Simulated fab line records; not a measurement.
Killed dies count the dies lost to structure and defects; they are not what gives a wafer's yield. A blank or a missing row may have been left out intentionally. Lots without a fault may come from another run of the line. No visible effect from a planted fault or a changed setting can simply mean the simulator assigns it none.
Comparing a struck lot with a sound one | flow rit cmos | 22 steps out of a route of 202
Sound: these wafers, L290.2, L290.3, L290.4. The struck wafers were L286.2, L286.3, L286.6. The cause comes at the end.
Each step with rows lists, per side, the tool, then ch with its chambers, then its first start. Under that, the readings that differ: sound wafers | struck wafers | difference of the means | sigmas: that difference in standard deviations of wafers without a fault.
alike: a reading whose means differ by less than 2 such deviations, as well as words and numbers matching on both sides. not compared: withheld readings; readings where some wafer has no value; bounds like >300 that might hide an equal value; numbers whose values overlap and for which the record gives no deviation.
A row with sigmas, a row that says differs or no value, or rows on one side alone: a step with any of these is where the two part. When numbers do not overlap yet have no deviation, they are printed without sigmas and do not part them. Lack of a reading on every wafer of one side parts them only where that side has two or more wafers.

first, 2 steps without rows for these wafers: RIT_NSD_HARDBAKE_07 (time 60 s); RIT_NSD_IMPLANT_08.
RIT_NSD_STRIP_09: strips in O2, time 180 s.
  sound on plasma asher-04 ch 0,1, day 6 11:02; struck on plasma asher-03 ch 0,1, day 5 16:28
  alike: drypump motor current A
  not compared: rf hours counter h
RIT_NSD_TW_MEAS_10:
  struck on film metro-03, day 5 16:38; sound on film metro-03, day 6 11:13
  alike: NSD_TW
then, 6 steps without rows for these wafers: RIT_PSD_HMDS_00 (prime time 60 s); RIT_PSD_COAT_01 (resist thk 1000 nm); RIT_PSD_SOFTBAKE_02 (time 60 s); RIT_PSD_EXPOSE_03 (exposes mask M10, target cd 40900 nm); RIT_PSD_PEB_04; RIT_PSD_DEVELOP_05 (develop time 50 s).
RIT_PSD_OVL_MEAS_06:
  struck on overlay-01, day 5 17:38; sound on overlay-01, day 6 12:07
  alike: PSD_OVL
then, 1 step without rows for these wafers: RIT_PSD_HARDBAKE_07 (time 60 s).
RIT_PSD_IMPLANT_08:
  sound on implanter-01 ch 0, day 6 12:20; struck on implanter-03 ch 0, day 5 17:50
  reading                   | sound                | struck               | difference | sigmas
  beam energy keV           | 27.016 27.010 27.020 | 32.951 32.938 32.945 | +5.929     | +99 or more
  model.implant.rp nm (nm)  | 22.03 22.03 22.03    | 25.77 25.77 25.77    | +3.74      |
  model.implant.drp nm (nm) | 12.05 12.05 12.05    | 13.85 13.85 13.85    | +1.80      |
RIT_PSD_STRIP_09: strips in O2, time 180 s.
  sound on plasma asher-02 ch 0,1, day 6 12:27; struck on plasma asher-02 ch 1, day 5 17:58
  alike: drypump motor current A
  not compared: rf hours counter h
RIT_PSD_TW_MEAS_10:
  struck on film metro-02, day 5 18:09; sound on film metro-04, day 6 12:38
  reading | sound          | struck         | difference | sigmas
  PSD_TW  | 3389 3401 3407 | 3626 3616 3638 | +228       | +7
then, 3 steps without rows for these wafers: RIT_SDANNEAL_CLEAN_00 (cleans in SC1, time 600 s); RIT_SDANNEAL_CLEAN_01 (cleans in dHF, time 30.43 s); RIT_SDANNEAL_CLEAN_02 (cleans in SC2, time 600 s).
RIT_SDANNEAL_RTA_03: time 5 s.
  sound on rtp anneal-02 ch 0, day 6 13:04; struck on rtp anneal-02 ch 0, day 5 18:35
  alike: wafer_temp_C_max
RIT_SDANNEAL_RS_MEAS_04: uses a four-point probe to measure.
  struck on film metro-04, day 5 18:40; sound on film metro-02, day 6 13:08
  reading         | sound                | struck               | difference | sigmas
  PSD_RS (ohm/sq) | 115.58 115.72 116.00 | 104.17 104.21 104.26 | -11.55     | -41
RIT_SDANNEAL_RS_MEAS_05: uses a four-point probe to measure.
  struck on film metro-04, day 5 18:47; sound on film metro-02, day 6 13:16
  alike: NSD_RS
RIT_M1_PROBE_99:
  struck on prober-01, day 6 02:05; sound on prober-01, day 6 20:45
  reading                                 | sound             | struck            | difference | sigmas
  model.etest.contact pplus.end ohm um    | 44.5 43.76 44.53  | 39.68 38.88 39.4  | -4.94      |
  model.etest.diode pplus nwell.bv v (V)  | 6.679 6.513 6.615 | 6.877 6.822 6.874 | +0.255     |
  model.etest.vpnp.gain                   | 1.05 1.03 1.031   | 1.21 1.192 1.212  | +0.17      |
  model.etest.diode pplus nwell.cj ff um2 | 1.673 1.709 1.693 | 1.595 1.613 1.597 | -0.090     |
  model.etest.diode pplus comb.cj ff um2  | 2 2.009 1.984     | 1.899 1.915 1.912 | -0.089     |
  alike: killed at contacts, killed at front end, killed dies, killed open, killed short

WHERE THEY PART
First at RIT_PSD_IMPLANT_08; last, within this record, at RIT_SDANNEAL_RS_MEAS_04. Later steps at which nothing parts them and some readings are alike: RIT_SDANNEAL_RS_MEAS_05, RIT_M1_PROBE_99.

WHY: what the simulator had put in
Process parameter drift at RIT_PSD_IMPLANT_08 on implanter-03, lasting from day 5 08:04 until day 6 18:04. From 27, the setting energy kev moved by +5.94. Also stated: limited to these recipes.
